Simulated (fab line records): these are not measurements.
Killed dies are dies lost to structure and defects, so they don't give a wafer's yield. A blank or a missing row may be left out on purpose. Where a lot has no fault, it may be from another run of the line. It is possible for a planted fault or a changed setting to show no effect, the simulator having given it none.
Which of the tools did it? ; flow ritCmos ; 42 wafers from 14 lots sampled at 2 of the route's 202 steps

WHAT EACH GAUGE READ, for each wafer
RIT_FOX1_THK_MEAS_01.
lot;measured;on;FOX1_OXIDE_THK (nm)
L233;day 1 22:39;filmMetro-04;344 347 347
L234;day 2 04:01;filmMetro-04;352 362 359
L235;day 2 07:49;filmMetro-02;352 349 345
L239;day 3 04:52;filmMetro-01;339 344 344
L240;day 3 08:57;filmMetro-01;336 339 336
L241;day 3 15:12;filmMetro-04;330 328 335
L242;day 3 18:49;filmMetro-04;334 345 341
L243;day 4 00:02;filmMetro-02;351 347 347
L244;day 4 04:51;filmMetro-04;349 347 351
L245;day 4 09:50;filmMetro-04;350 356 351
L247;day 4 20:35;filmMetro-01;357 351 351
L248;day 5 00:52;filmMetro-01;310 310 312
L249;day 5 06:04;filmMetro-04;312 304 305
L252;day 5 20:56;filmMetro-01;345 340 352

WHAT TOOL EACH LOT RAN ON (gives the tool, then ch and the chambers of the sampled wafers, and finally the start)
lot;RIT_FOX1_OXIDATION_00
L233;furnace-03 ch 0, day 1 21:20
L234;furnace-02 ch 0, day 2 02:41
L235;furnace-01 ch 0, day 2 06:30
L239;furnace-01 ch 0, day 3 03:31
L240;furnace-02 ch 0, day 3 07:38
L241;furnace-01 ch 0, day 3 13:52
L242;furnace-01 ch 0, day 3 17:30
L243;furnace-03 ch 0, day 3 22:43
L244;furnace-02 ch 0, day 4 03:32
L245;furnace-03 ch 0, day 4 08:31
L247;furnace-02 ch 0, day 4 19:16
L248;furnace-02 ch 0, day 4 23:32
L249;furnace-02 ch 0, day 5 04:44
L252;furnace-01 ch 0, day 5 19:38
- RIT_FOX1_OXIDATION_00: target thk 350.7 nm, ox time 1130 s.

AS READ BY THE TOOLS THEMSELVES (means over the sampled wafers that have a number; for cases with no such wafer, the mark the record gives instead)
RIT_FOX1_OXIDATION_00.
lot;tool;spikeTcCentreC (C);spikeTcLoadC (C);spikeTcSourceC (C);tubeCenterTempC (C);tube_center_temp_C_max
L233;furnace-03;1100.6;1132;1122.7;1100;1102.6
L234;furnace-02;1102.4;1126;1124.0;1100;1102.5
L235;furnace-01;1103.5;1123;1125.3;1100;1102.5
L239;furnace-01;1104.5;1122;1125.3;1100;1102.7
L240;furnace-02;1102.3;1127;1123.2;1100;1102.8
L241;furnace-01;1104.3;1123;1125.4;1100;1102.7
L242;furnace-01;1104.2;1122;1125.8;1100;1102.9
L243;furnace-03;1101.2;1132;1124.0;1100;1102.9
L244;furnace-02;1101.6;1127;1124.7;1100;1103.1
L245;furnace-03;1100.7;1131;1124.0;1100;1103.0
L247;furnace-02;1102.5;1127;1122.9;1100;1102.7
L248;furnace-02;1077.5;1101;1098.0;1075;1077.7
L249;furnace-02;1076.6;1102;1098.7;1075;1077.6
L252;furnace-01;1104.4;1123;1125.5;1100;1103.3

THE ANSWER, worked out from the rows above alone
Rule: the usual values come from the lots themselves. Put in order of their means at a reading, lots are off if they are a third of the lots or fewer, leave a main group of 4 or more, and stand apart from it by a gap of 3 or more times the standard deviation of the main group's means; of several such gaps the widest counts. If all means in a main group match to the digits the tables above print for the reading, that group is not used. Also off: a lot with no number at a reading for which 4 or more lots have one. The other lots that the step has rows for count as sound. Order of review: gauges by route order, followed by the tools' own readings, for which a lot's mean as printed above is used. The first step at which some lot is off is used, and at that step the reading that is off furthest; a lot without a number counts as furthest.
Off at RIT_FOX1_OXIDATION_00 (tube_center_temp_C_max): L248, L249. Mean 1102.8 and standard deviation 0.23 in the main group.
If a tool, at that step or one of the process steps before it, ran each lot that is off and ran no sound lot following the first of them, it fits. One fits: RIT_FOX1_OXIDATION_00 on furnace-02. A fault onset in the window from L247 (day 4 19:16, its last sound lot) to L248 (day 4 23:32, its first lot off) fits.
The tool's own readings at RIT_FOX1_OXIDATION_00 bear it out: on the lots that are off they differ by more than 5 times the standard deviation of the sound lots' means. spikeTcCentreC reads 1077.0 C there against 1102.7 C on the sound lots; spikeTcLoadC reads 1102 C there against 1126 C on the sound lots; spikeTcSourceC reads 1098.3 C there against 1124.4 C on the sound lots; tubeCenterTempC reads 1075 C there against 1100 C on the sound lots; tube_center_temp_C_max reads 1077.7 there against 1102.8 on the sound lots.

WHAT HAD BEEN PUT IN BY THE SIMULATOR
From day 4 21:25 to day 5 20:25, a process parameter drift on furnace-02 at RIT_FOX1_OXIDATION_00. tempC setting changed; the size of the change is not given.
Lots struck among those shown: L248, L249. The rule given above showed the same thing.
